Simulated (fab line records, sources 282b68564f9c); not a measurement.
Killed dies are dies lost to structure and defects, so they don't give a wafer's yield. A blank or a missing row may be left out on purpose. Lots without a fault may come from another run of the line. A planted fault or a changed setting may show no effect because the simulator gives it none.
Which tool did it? | flow rit_cmos | 14 lots, 42 wafers sampled, at 2 steps of a route of 202

WHAT THE GAUGES READ, wafer by wafer
RIT_PWELL_OVL_MEAS_06. Usual: PWELL_OVL -0.7 nm, standard deviation 1.2.
lot  | measured    | on         | PWELL_OVL (nm)                      | flag
L153 | day 2 00:32 | overlay-02 | 0.0 -0.9 0.6                        |
L154 | day 2 04:25 | overlay-02 | 0.2 -1.3 -0.5                       |
L155 | day 2 10:25 | overlay-02 | -0.3 -2.7 -4.1                      |
L158 | day 3 02:32 | overlay-02 | 0.3 -0.2 -0.5                       |
L160 | day 3 10:57 | overlay-01 | 238.4 238.9 238.0 238.2 239.0 238.6 | OFF
L161 | day 3 19:32 | overlay-01 | 238.2 238.8 238.3 238.6 239.2 238.5 | OFF
L162 | day 3 22:15 | overlay-02 | 239.8 240.9 240.3 239.9 241.2 241.1 | OFF
L164 | day 4 11:56 | overlay-01 | 239.6 241.7 240.6 239.8 241.8 240.7 | OFF
L168 | day 5 08:55 | overlay-01 | -1.0 -3.9 -2.2                      |
L169 | day 5 14:08 | overlay-01 | 0.1 0.8 -0.7                        |
L170 | day 5 20:09 | overlay-02 | -1.6 -1.6 0.1                       |
L171 | day 6 07:11 | overlay-01 | -0.8 -0.4 -0.2                      |
L173 | day 6 09:05 | overlay-01 | -1.4 -1.8 -3.0                      |
L175 | day 6 20:54 | overlay-01 | -3.2 -2.5 -3.4                      |

WHICH TOOL RAN EACH LOT (tool, then ch and the chambers of the sampled wafers, then the start)
lot  | RIT_PWELL_EXPOSE_03
L153 | iline_stepper-02 ch 0, day 2 00:07
L154 | iline_stepper-02 ch 0, day 2 03:59
L155 | iline_stepper-01 ch 0, day 2 10:00
L158 | iline_stepper-01 ch 0, day 3 02:06
L160 | iline_stepper-02 ch 0, day 3 10:31
L161 | iline_stepper-02 ch 0, day 3 19:06
L162 | iline_stepper-02 ch 0, day 3 21:49
L164 | iline_stepper-02 ch 0, day 4 11:30
L168 | iline_stepper-01 ch 0, day 5 08:29
L169 | iline_stepper-01 ch 0, day 5 13:43
L170 | iline_stepper-01 ch 0, day 5 19:43
L171 | iline_stepper-01 ch 0, day 6 06:47
L173 | iline_stepper-01 ch 0, day 6 08:32
L175 | iline_stepper-01 ch 0, day 6 20:08
- RIT_PWELL_EXPOSE_03: exposes mask M3, target cd 43700 nm.

WHAT THE TOOLS THEMSELVES READ (means of the sampled wafers that have a number; where no wafer has one, the mark that the record gives instead)
The record holds no such reading with a usual standard deviation.

THE ANSWER, worked out from the rows above alone
Rule: a lot is off if the mean of its wafers that have a number lies more than 3 standard deviations from the usual mean. A lot without any number at a reading at which 4 lots or more have one is off too. The other lots that the step has rows for count as sound. The gauges are gone through in route order, then the tools' own readings, and for those a lot's mean is taken as printed above. The first step at which some lot is off is used, and at that step the reading that is off furthest; a lot without a number counts as furthest.
Off: L160, L161, L162, L164, at RIT_PWELL_OVL_MEAS_06 (PWELL_OVL).
A tool fits if, at a process step before that reading, it ran every lot that is off, and no sound lot after the first of them. The gauges at RIT_PWELL_OVL_MEAS_06 are tried like those tools. One fits: iline_stepper-02 at RIT_PWELL_EXPOSE_03. Its last sound lot is L154 (day 2 03:59), its first lot that is off L160 (day 3 10:31): a fault that began between those two fits.

WHAT THE SIMULATOR HAD PUT IN
Scanner matching overlay: iline_stepper-02, from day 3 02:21 on, at RIT_PWELL_EXPOSE_03. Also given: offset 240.
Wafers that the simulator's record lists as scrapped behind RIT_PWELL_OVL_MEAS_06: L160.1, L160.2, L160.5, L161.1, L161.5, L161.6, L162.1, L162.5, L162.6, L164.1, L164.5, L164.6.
Lots struck among those shown: L160, L161, L162, L164. The rule above found the same.
